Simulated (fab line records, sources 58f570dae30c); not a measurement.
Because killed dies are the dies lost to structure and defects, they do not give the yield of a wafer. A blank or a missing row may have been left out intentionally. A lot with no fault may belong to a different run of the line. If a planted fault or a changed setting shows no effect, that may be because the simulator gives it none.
Comparing a struck lot with a sound one ; flow berkeley_cmos170 ; 14 steps out of a route of 331
Sound: the wafers L651.2, L651.5, L651.6. Wafers struck: L650.3, L650.4, L650.6. Last of all comes the cause.
For every step that has rows: the tool of each side, followed by ch and its chambers, followed by its first start. Under that, the readings that differ: sound wafers ; struck wafers ; difference of the means ; sigmas: that difference in standard deviations of wafers without a fault.
alike: same words and numbers on both sides, and readings whose means sit less than 2 such deviations apart. not compared: any withheld reading, any reading some wafer has no value for, any bound like >300 that may hide the same value, and any number with overlapping values for which the record gives no deviation.
The two part at a step that has a row with sigmas, a row that says differs or no value, or rows on one side only. When numbers do not overlap yet have no deviation, they are printed without sigmas and do not part them. Lack of a reading on every wafer of one side parts them only where that side has two or more wafers.

first, 3 steps without rows for these wafers: UCB170_PFIELD_EXPOSE_03 (exposes mask PFIELD, target cd 1500 nm); UCB170_PFIELD_PEB_04; UCB170_PFIELD_DEVELOP_05 (develop time 45 s).
UCB170_PFIELD_OVL_MEAS_06:
  sound on overlay-02 at day 5 09:54; struck on overlay-01 at day 5 01:58
  alike: PFIELD_OVL
then, 1 step without rows for these wafers: UCB170_PFIELD_IMPLANT_07.
UCB170_PFIELD_STRIP_08: strips in O2.
  sound on plasma_asher-04 ch 0,1, day 5 10:05; struck on plasma_asher-01 ch 0,1, day 5 02:10
reading;sound;struck;difference;sigmas
oes_product_au (a.u.);0.737 0.745 0.739;0.733 0.732 0.727;-0.010;-2
  alike: drypump_motor_current_A, strip_time_to_endpoint_s
  not compared: rf_hours_counter_h
UCB170_PFIELD_TW_MEAS_09:
  sound on film_metro-04 at day 5 10:11; struck on film_metro-04 at day 5 02:16
  alike: PFIELD_TW
then, 2 steps without rows for these wafers: UCB170_FIELD_CLEAN_00 (cleans in dHF, time 7.5 s); UCB170_FIELD_OXIDATION_01 (target thk 558.3 nm, ox time 7200 s).
UCB170_FIELD_THK_MEAS_02:
  sound on film_metro-04 at day 5 17:20; struck on film_metro-04 at day 5 08:17
  alike: FIELD_OXIDE_THK
then, 2 steps without rows for these wafers: UCB170_FIELD_ANNEAL_03 (time 1200 s); UCB170_FIELD_WET_ETCH_04 (etches SiO2 in dHF, time 60 s).
UCB170_FIELD_WET_ETCH_05: etches Si3N4 in H3PO4, time 12600 s.
  sound on wet_bench-03 ch 1, day 5 20:53; struck on wet_bench-01 ch 1, day 5 13:34
  no value came back on the struck wafers for bath_guard_temp_C (C), bath_heat_duty_pct (%); on the sound wafers bath_guard_temp_C (C) reads 159.8 159.7 159.7
reading;sound;struck;difference;sigmas
model.Si3N4_of_ACTIVE_CVD_05.thk_nm (nm);0 0 0;214.6 213.3 215;+214.3;
model.SiO2_of_FIELD_OXIDATION_01.thk_nm (nm);458 460.7 463.6;511 500.2 505.2;+45;
UCB170_FIELD_WET_ETCH_06: etches SiO2 in BOE, time 22 s.
  sound on wet_bench-04 ch 1, day 6 00:53; struck on wet_bench-04 ch 0, day 5 17:05
reading;sound;struck;difference;sigmas
model.SiO2_of_FIELD_OXIDATION_01.thk_nm (nm);407.2 410.3 413.2;460.5 449.4 454.3;+44.5;
  alike: bath_heat_duty_pct, run_length_s

== WHERE THEY PART ==
Last at UCB170_FIELD_WET_ETCH_05 as far as this record goes, first at UCB170_PFIELD_STRIP_08. Later steps at which nothing parts them and some readings are alike: UCB170_FIELD_WET_ETCH_06.

WHY: whatever the simulator had introduced
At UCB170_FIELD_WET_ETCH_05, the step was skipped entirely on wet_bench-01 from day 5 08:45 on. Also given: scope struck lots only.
